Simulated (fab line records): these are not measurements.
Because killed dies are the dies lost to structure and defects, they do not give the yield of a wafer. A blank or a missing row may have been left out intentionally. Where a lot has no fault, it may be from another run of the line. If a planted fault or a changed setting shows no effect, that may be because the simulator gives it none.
The same fault as seen by 2 desks ; flow berkeley cmos170 ; what lay behind the numbers comes last; until then each desk has only its own

FROM THE METROLOGY DESK
Lot by lot, what the gauges showed, no matter which tool ran the lot: averages of those sampled wafers that carry a number. The brackets show how far a lot's mean lies from the usual mean; more than 4 standard deviations puts the lot out of limits, marked OUT.
Columns: A = PVT_OVL at UCB170_PVT_OVL_MEAS_06, usual 1 nm; B = GATE_POLY_THK at UCB170_GATE_THK_MEAS_05, usual 214.6 nm; C = SPACER_TEOS_THK at UCB170_SPACER_THK_MEAS_01, usual 375 nm
lot;first seen here;A;B;C
L621;day 6 19:21;6;213.2;376
L620;day 6 20:46;0;211.4;369
L625;day 7 12:44;-7;214.5;378
L626;day 8 09:35;7;214.9;382
L629;day 8 14:32;-3;217.4;378
L627;day 8 15:08;3;215.7;373
L631;day 8 22:44;4;213.9;377
L637;day 10 03:44;3;215.8;375
L635;day 10 03:59;8;215.6;375
L638;day 10 12:49;-6;212.6;290 (-17) OUT
L639;day 11 02:20;-1;216.4;288 (-17) OUT
L641;day 11 11:17;-1;213.5;374
L642;day 11 11:22;1;214.0;370
L643;day 11 20:20;4;219.1;379
This desk reports L638, L639 out of limits; the earliest was L638 at day 11 08:40 (SPACER_TEOS_THK at UCB170_SPACER_THK_MEAS_01). L621, L620, L625, L626, L629, L627, L631, L637, L635, L641, L642, L643: within limits.

TOOL OWNER'S DESK, pecvd-04
The tool's own readings at UCB170_SPACER_CVD_00 (deposits SiO2 from TEOS/O2, target thk 376 nm, time 47 s): means of the sampled wafers that have a number, for each lot that ran on this tool. The brackets show how far a lot's mean lies from the usual mean; more than 4 standard deviations puts the lot out of limits, marked OUT.
Columns: A = heater power w at UCB170_SPACER_CVD_00, usual 310 W; B = pressure mtorr at UCB170_SPACER_CVD_00, usual 8999 mTorr
lot;first seen here;A;B
L621;day 7 15:22;243;8998
L627;day 9 10:04;263;8984
L631;day 9 20:22;254;8998
L638;day 11 08:37;285;9003
L639;day 12 04:07;300;8995
Result from this desk: across the 5 lots, nothing is out of limits.

PUT TOGETHER
Metrology desk: alarm possible at day 11 08:40 on L638, L639.
The desk of the tool owner found nothing out of limits.
The tool owner's desk has L638, L639 on record, within its limits.
Every lot named ran UCB170_SPACER_CVD_00 on pecvd-04.

WHAT THE SIMULATOR HAD PUT IN
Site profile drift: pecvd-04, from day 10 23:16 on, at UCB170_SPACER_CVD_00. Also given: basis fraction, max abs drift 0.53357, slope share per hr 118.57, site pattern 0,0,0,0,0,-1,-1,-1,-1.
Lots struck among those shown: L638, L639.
Delay in hours, fault start to first out-of-limits reading, per desk: metrology desk 9.
